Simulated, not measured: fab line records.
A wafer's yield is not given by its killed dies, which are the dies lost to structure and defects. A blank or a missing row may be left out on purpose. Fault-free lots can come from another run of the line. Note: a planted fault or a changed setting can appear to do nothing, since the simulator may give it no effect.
8D (eight disciplines) problem report, filled in by code -- flow berkeley cmos170 -- the parts of the form that need people (team, actions taken, sign-off) are left out

## 1. THE ISSUE
Mean of oes product au at UCB170_M3_METAL_ETCH_18: 0.808 a.u. across 3 wafers in 2 lots; on wafers with no fault it is 0.855 a.u. (standard deviation 0.01). That is -4.7 standard deviations from the usual mean.
The step: etches Al in Cl2/BCl3, stops on SiO2, target depth 1170 nm, time 195 s.
First observed at day 10 22:01: wafer L747.4, on rie metal-02. At this step, 42 wafers from 14 lots have a number in the record. Rule for "out" (also "out of limits"): further than 4 standard deviations from the usual mean. The rest of the wafers with a number are treated as sound.

## 2. WHAT THIS IS AND IS NOT
question,is,is not
which readings at this step,oes product au,"bcl3 flow sccm, drypump motor current A, throttle valve pct"
which lots,"L747, L751","L742, L743, L744, L753, L755, L756, L758, L759, L760, L761, L762, L764"
which wafers of those lots,"L747.4, L751.2, L751.5","L747.2, L747.5, L751.1"
read on which tools,rie metal-02,"rie metal-01, rie metal-04"
when,from day 10 22:01,"up to then (11 sound wafers); but 28 sound wafers of L751, L753, L755, L756, L758, L759, L760, L761, L762, L764 came after"

## 3. THE SUSPECTS, EACH WITH WHAT RULES IT OUT
Counting: if a tool at a process step up to the reading ran every lot that is out, it stays a suspect. Sound lots after the first of them don't rule it out here, since some wafers of a struck lot are sound.
- pecvd-04 at UCB170_V2_CVD_00 (deposits SiO2 from TEOS/O2, target thk 2000 nm, time 250 s): kept. It ran every lot that is out, first L747 (day 10 15:26); its last sound lot up to then is L742 (day 9 06:00).
- plasma asher-02 at UCB170_V2_STRIP_15 (strips in O2): kept. It ran every lot that is out, first L747 (day 10 18:51).
- rie metal-02 at UCB170_M3_METAL_ETCH_18 (etches Al in Cl2/BCl3, stops on SiO2, target depth 1170 nm, time 195 s): kept. It ran every lot that is out, first L747 (day 10 22:01); its last sound lot up to then is L744 (day 9 23:52). Out on those wafers are its own readings of oes product au.
- At UCB170_M3_METAL_ETCH_18 on rie metal-02, chamber 0 took the sound wafers of the same lots and chamber 1 took the wafers that are out.
The count leaves pecvd-04 at UCB170_V2_CVD_00, plasma asher-02 at UCB170_V2_STRIP_15, and rie metal-02 at UCB170_M3_METAL_ETCH_18.

## 4. THE CAUSE (what the simulator had put in)
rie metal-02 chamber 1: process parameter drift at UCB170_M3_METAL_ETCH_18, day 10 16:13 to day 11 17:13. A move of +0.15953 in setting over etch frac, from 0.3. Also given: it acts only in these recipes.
3 suspects survive the count, and this tool is in that group.

## 5. THE CHAIN OF EFFECTS, in route order
Each row: a reading where the mean over the struck wafers with a number is more than 3 standard deviations away from the usual. Readings are gone through only where the record gives a usual standard deviation; hours: the median, over the lots, of the time from a lot's start at the first step in this table giving one to that lot's start at this step; sigmas: the change measured in usual standard deviations.
hours,step,reading,usual,on struck wafers,change,sigmas
0,UCB170_M3_METAL_ETCH_18,oes product au,0.855 a.u.,0.808,-0.047,-4.7
0,UCB170_M3_STRIP_19,oes product au,0.544 a.u.,0.467,-0.077,-7.0
Its process steps:
- UCB170_M3_METAL_ETCH_18: etches Al in Cl2/BCl3, stops on SiO2, target depth 1170 nm, time 195 s.
- UCB170_M3_STRIP_19: strips in O2.

## 6. WHAT WOULD HAVE CAUGHT IT SOONER
In this record the first reading out of limits was taken at day 10 22:01, 6 hours after the fault began at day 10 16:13.
